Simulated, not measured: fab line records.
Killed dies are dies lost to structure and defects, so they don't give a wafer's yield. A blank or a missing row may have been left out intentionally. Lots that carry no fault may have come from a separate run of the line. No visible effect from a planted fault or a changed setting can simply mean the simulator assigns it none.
Comparing a struck lot with a sound one | flow berkeley-cmos170 | 21 steps out of a route of 331
Sound: these wafers, L409.3, L409.4, L409.6. Wafers struck: L416.1, L416.3, L416.5. The cause is given at the end.
Each step with rows lists, per side, the tool, then ch with its chambers, then its first start. Under that, the readings that differ: sound wafers | struck wafers | difference of the means | sigmas: that difference in standard deviations of wafers without a fault.
alike: same words and numbers on both sides, and readings whose means sit less than 2 such deviations apart. not compared: any withheld reading, any reading some wafer has no value for, any bound like >300 that may hide the same value, and any number with overlapping values for which the record gives no deviation.
A row with sigmas, a row that says differs or no value, or rows on one side alone: a step with any of these is where the two part. Numbers that have no deviation but don't overlap get no sigmas and don't part them. A reading that every wafer of one side lacks parts them only if that side has two wafers or more.

first, 3 steps without rows for these wafers: UCB170_FIELD_WET_ETCH_04 (etches SiO2 in dHF, time 60 s); UCB170_FIELD_WET_ETCH_05 (etches Si3N4 in H3PO4, time 12600 s); UCB170_FIELD_WET_ETCH_06 (etches SiO2 in BOE, time 22 s).
UCB170_FIELD_THK_MEAS_90:
  sound: film-metro-04 at day 6 07:12; struck: film-metro-04 at day 8 00:55
  alike: FIELD_OXIDE_LEFT_1_THK
then, 2 steps without rows for these wafers: UCB170_SACOX_CLEAN_00 (cleans in dHF, time 7.5 s); UCB170_SACOX_OXIDATION_01 (target thk 14.4 nm, ox time 2400 s).
UCB170_SACOX_THK_MEAS_02:
  sound: film-metro-01 at day 6 13:29; struck: film-metro-02 at day 8 04:06
  alike: SACOX_OXIDE_THK
then, 2 steps without rows for these wafers: UCB170_SCREENOX_WET_ETCH_00 (etches SiO2 in dHF, time 200 s); UCB170_SCREENOX_OXIDATION_01 (target thk 14.4 nm, ox time 2400 s).
UCB170_SCREENOX_THK_MEAS_02:
  sound: film-metro-04 at day 6 19:28; struck: film-metro-04 at day 8 07:32
  alike: SCREENOX_OXIDE_THK
then, 2 steps without rows for these wafers: UCB170_SCREENOX_ANNEAL_03 (time 900 s); UCB170_NVT_HMDS_00 (prime time 60 s).
UCB170_NVT_COAT_01: resist thk 900 nm.
  sound on litho-track-04 ch 0, day 7 01:52; struck on litho-track-03 ch 0, day 8 12:01
  reading                              | sound             | struck            | difference | sigmas
  dispense-pressure-kPa (kPa)          | 51.9 51.9 51.9    | 54.2 54.2 54.2    | +2.3       | +2
  model.KrF_of_NVT_COAT_01.thk-nm (nm) | 902.8 901.8 901.9 | 981.3 981.3 981.6 | +79.2      |
  alike: exhaust-pa
then, 3 steps without rows for these wafers: UCB170_NVT_SOFTBAKE_02 (time 60 s); UCB170_NVT_EXPOSE_03 (exposes mask PWELL, target cd 3000 nm); UCB170_NVT_PEB_04.
UCB170_NVT_DEVELOP_05: develop time 45 s.
  sound: litho-track-02 ch 0; struck: litho-track-04 ch 0
  reading                              | sound             | struck            | difference | sigmas
  model.KrF_of_NVT_COAT_01.thk-nm (nm) | 888.6 887.6 887.7 | 967.1 967.1 967.4 | +79.2      |
  alike: exhaust-pa
UCB170_NVT_OVL_MEAS_06:
  sound: overlay-02 at day 7 02:53; struck: overlay-02 at day 8 12:44
  alike: NVT_OVL
next, for these wafers, 1 step has no rows: UCB170_NVT_IMPLANT_07.
UCB170_NVT_STRIP_08: strips in O2.
  sound on plasma-asher-01 ch 0,1, day 7 03:05; struck on plasma-asher-03 ch 0,1, day 8 12:55
  reading                      | sound             | struck            | difference | sigmas
  strip-time-to-endpoint-s (s) | 21.69 21.69 21.68 | 23.58 23.55 23.57 | +1.88      | +40
  alike: drypump-motor-current-A, oes-product-au
  not compared: rf-hours-counter-h
UCB170_NVT_TW_MEAS_09:
  sound: film-metro-04 at day 7 03:10; struck: film-metro-02 at day 8 13:01
  alike: NVT_TW

WHERE THEY PART
First at UCB170_NVT_COAT_01; last, within this record, at UCB170_NVT_STRIP_08. Later steps at which nothing parts them and some readings are alike: UCB170_NVT_TW_MEAS_09.

WHY: whatever the simulator had introduced
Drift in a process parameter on litho-track-03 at UCB170_NVT_COAT_01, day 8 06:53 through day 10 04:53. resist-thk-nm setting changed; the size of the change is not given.
